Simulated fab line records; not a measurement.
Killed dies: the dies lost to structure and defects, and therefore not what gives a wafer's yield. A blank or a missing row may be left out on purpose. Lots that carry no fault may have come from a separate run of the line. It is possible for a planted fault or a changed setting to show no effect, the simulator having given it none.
A lot that was struck, set against a sound lot -- flow rit cmos -- 15 steps out of a route of 202
Sound: the wafers L454.1, L454.2, L454.3. The struck wafers were L459.3, L459.4, L459.5. The cause is named last.
Order at every step that has rows: each side's tool, ch and its chambers, its first start. Under that, the readings that differ: sound wafers -- struck wafers -- difference of the means -- sigmas: that difference in standard deviations of wafers without a fault.
alike: same words and numbers on both sides, and readings whose means sit less than 2 such deviations apart. not compared: any withheld reading, any reading some wafer has no value for, any bound like >300 that may hide the same value, and any number with overlapping values for which the record gives no deviation.
The two part at a step that has a row with sigmas, a row that says differs or no value, or rows on one side only. Numbers that don't overlap but have no deviation are shown without sigmas and don't part them. Lack of a reading on every wafer of one side parts them only where that side has two or more wafers.

first, 2 steps without rows for these wafers: RIT_NRETRO_HARDBAKE_07 (time 120 s); RIT_NRETRO_IMPLANT_08.
RIT_NRETRO_STRIP_09: strips in O2, time 180 s.
  sound on plasma asher-03 ch 0,1, day 3 07:53; struck on plasma asher-03 ch 0,1, day 4 08:22
  alike: drypump motor current A
  not compared: rf hours counter h
RIT_NRETRO_TW_MEAS_10:
  sound: film metro-02 at day 3 08:04; struck: film metro-04 at day 4 08:31
  alike: NRETRO_TW
then, 6 steps without rows for these wafers: RIT_PRETRO_HMDS_00 (prime time 60 s); RIT_PRETRO_COAT_01 (resist thk 1300 nm); RIT_PRETRO_SOFTBAKE_02 (time 60 s); RIT_PRETRO_EXPOSE_03 (exposes mask M5, target cd 43700 nm); RIT_PRETRO_PEB_04; RIT_PRETRO_DEVELOP_05 (develop time 68 s).
RIT_PRETRO_OVL_MEAS_06:
  sound: overlay-02 at day 3 09:08; struck: overlay-01 at day 4 09:34
  alike: PRETRO_OVL
then, 1 step without rows for these wafers: RIT_PRETRO_HARDBAKE_07 (time 120 s).
RIT_PRETRO_IMPLANT_08:
  sound on implanter-01 ch 0, day 3 09:25; struck on implanter-01 ch 0, day 4 09:53
reading,sound,struck,difference,sigmas
beam energy keV,45.011 45.008 44.993,46.519 46.504 46.502,+1.504,+99 or more
model.implant.rp nm (nm),146.4 146.4 146.4,148 148 148,+2,
model.implant.drp nm (nm),55.07 55.07 55.07,56.15 56.15 56.15,+1.08,
RIT_PRETRO_STRIP_09: strips in O2, time 180 s.
  sound on plasma asher-01 ch 0,1, day 3 09:34; struck on plasma asher-04 ch 0,1, day 4 10:03
  alike: drypump motor current A
  not compared: rf hours counter h
RIT_M1_PROBE_99:
  sound: prober-02 at day 4 11:10; struck: prober-02 at day 5 11:28
  alike: killed at contacts, killed at front end, killed dies, killed on rim, killed open, killed short

WHERE THEY PART
At RIT_PRETRO_IMPLANT_08 and nowhere else, as far as this record goes. Later steps at which nothing parts them and some readings are alike: RIT_PRETRO_STRIP_09, RIT_M1_PROBE_99.

WHY: whatever the simulator had introduced
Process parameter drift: implanter-01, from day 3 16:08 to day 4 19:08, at RIT_PRETRO_IMPLANT_08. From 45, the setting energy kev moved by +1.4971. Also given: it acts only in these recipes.
